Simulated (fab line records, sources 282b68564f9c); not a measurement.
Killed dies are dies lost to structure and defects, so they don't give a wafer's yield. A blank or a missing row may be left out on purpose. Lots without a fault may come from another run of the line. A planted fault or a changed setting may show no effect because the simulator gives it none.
Split-lot experiment | flow rit_cmos | 5 lots, 23 wafers read, on a route of 202 steps

THE SPLIT
At RIT_ACTIVE_EXPOSE_08 (exposes mask M1, target cd 1400 nm), the setting dose_mj was moved away from the recipe's 225 on 8 of the 23 wafers read, by -4.4% to +4.3%. The other wafers ran this setting at the recipe's value.

FROM THE SPLIT TO THE READING: what the file shows between them, 6 steps
- RIT_ACTIVE_PEB_09
- RIT_ACTIVE_DEVELOP_10: develop time 50 s
- RIT_ACTIVE_CD_MEAS_11: target cd 1400 nm
- RIT_ACTIVE_HARDBAKE_12: time 60 s
- RIT_ACTIVE_ETCH_13: etches Si3N4 in SF6, stops on SiO2, time 210 s, target depth 210 nm
- RIT_ACTIVE_STRIP_14: strips in O2, time 180 s

THE READING
cd_nm, in nm, at RIT_ACTIVE_CD_MEAS_90 (target cd 1400 nm). Fault-free wafers of this fab line usually give 1399.6 nm, standard deviation 2.7 nm.

wafer  | tool, chamber at the split | dose_mj as run | against the recipe | cd_nm, nm | against lot-mates on the recipe
L078.1 | iline_stepper-02, 0        | 225            | recipe             | 1399.1    | -
L078.3 | iline_stepper-02, 0        | 225            | recipe             | 1399.2    | -
L078.5 | iline_stepper-02, 0        | 225            | recipe             | 1400.7    | -
L079.1 | iline_stepper-01, 0        | 225            | recipe             | 1393.6    | -
L079.3 | iline_stepper-01, 0        | 218.7          | -2.8%              | 1403.7    | +8.7
L079.4 | iline_stepper-01, 0        | 225            | recipe             | 1397.6    | -
L079.5 | iline_stepper-01, 0        | 225            | recipe             | 1393.9    | -
L079.6 | iline_stepper-01, 0        | 218.7          | -2.8%              | 1402.8    | +7.8
L080.1 | iline_stepper-02, 0        | 234.7          | +4.3%              | 1391.9    | -9.3
L080.3 | iline_stepper-02, 0        | 234.7          | +4.3%              | 1386.2    | -15.0
L080.4 | iline_stepper-02, 0        | 225            | recipe             | 1403.2    | -
L080.5 | iline_stepper-02, 0        | 225            | recipe             | 1399.2    | -
L080.6 | iline_stepper-02, 0        | 225            | recipe             | 1401.3    | -
L082.1 | iline_stepper-01, 0        | 216.9          | -3.6%              | 1411.8    | +10.5
L082.2 | iline_stepper-01, 0        | 216.9          | -3.6%              | 1412.8    | +11.5
L082.4 | iline_stepper-01, 0        | 225            | recipe             | 1402.0    | -
L082.5 | iline_stepper-01, 0        | 225            | recipe             | 1399.6    | -
L082.6 | iline_stepper-01, 0        | 225            | recipe             | 1402.3    | -
L084.1 | iline_stepper-02, 0        | 225            | recipe             | 1397.6    | -
L084.3 | iline_stepper-02, 0        | 225            | recipe             | 1398.5    | -
L084.4 | iline_stepper-02, 0        | 225            | recipe             | 1398.8    | -
L084.5 | iline_stepper-02, 0        | 215.2          | -4.4%              | 1411.2    | +12.9
L084.6 | iline_stepper-02, 0        | 215.2          | -4.4%              | 1409.3    | +11.0

THE FIT
A straight line over all 23 wafers: cd_nm changes by -2.57 nm for each +1% of dose_mj; r = -0.90; the points scatter about the line by 2.9 nm.
The same after taking each lot's own level away (the mean of its wafers on the recipe; 23 wafers): -2.86 nm for each +1%; r = -0.98; scatter 1.5 nm.
On that fit, the largest move of dose_mj shifts the reading by 12 nm.
The lots' own levels span 1395.03 to 1401.30 nm, that is 2.3 times the standard deviation above.
So the lot-to-lot level changes the slope: the two fits differ.
Check: with one of the wafers moved furthest among these (-4.4%) left out of the fit, the line predicts +12.4 nm for it against its lot-mates. It came out at +12.9 nm against them.

OTHER SPLITS ON THESE WAFERS
These wafers also went through other splits before the reading. Each is held against what the fit with the lots' levels taken away leaves over:
other split on the same wafers   | wafers away from the commonest value | r with cd_nm (lot level and that fit taken away)
RIT_ACTIVE_COAT_06 resist_thk_nm | 7                                    | +0.76

THE WHOLE CHAIN: every reading that the file lists as answering this split, in the file's order
step                  | what it does                                                        | reading                                                       | change (the file's fit)              | r (the file's)
RIT_ACTIVE_CD_MEAS_11 | target cd 1400 nm                                                   | cd_nm                                                         | -2.8 nm for each +1% of the setting  | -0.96
RIT_ACTIVE_ETCH_13    | etches Si3N4 in SF6, stops on SiO2, time 210 s, target depth 210 nm | ACTIVE.cd_nm (the simulator's own value, which no gauge read) | -2.82 nm for each +1% of the setting | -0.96
RIT_ACTIVE_CD_MEAS_90 | target cd 1400 nm                                                   | cd_nm                                                         | -2.87 nm for each +1% of the setting | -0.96

THE FILE'S OWN FIT
cd_nm changes by -2.87 nm for each +1% of dose_mj, r = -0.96.
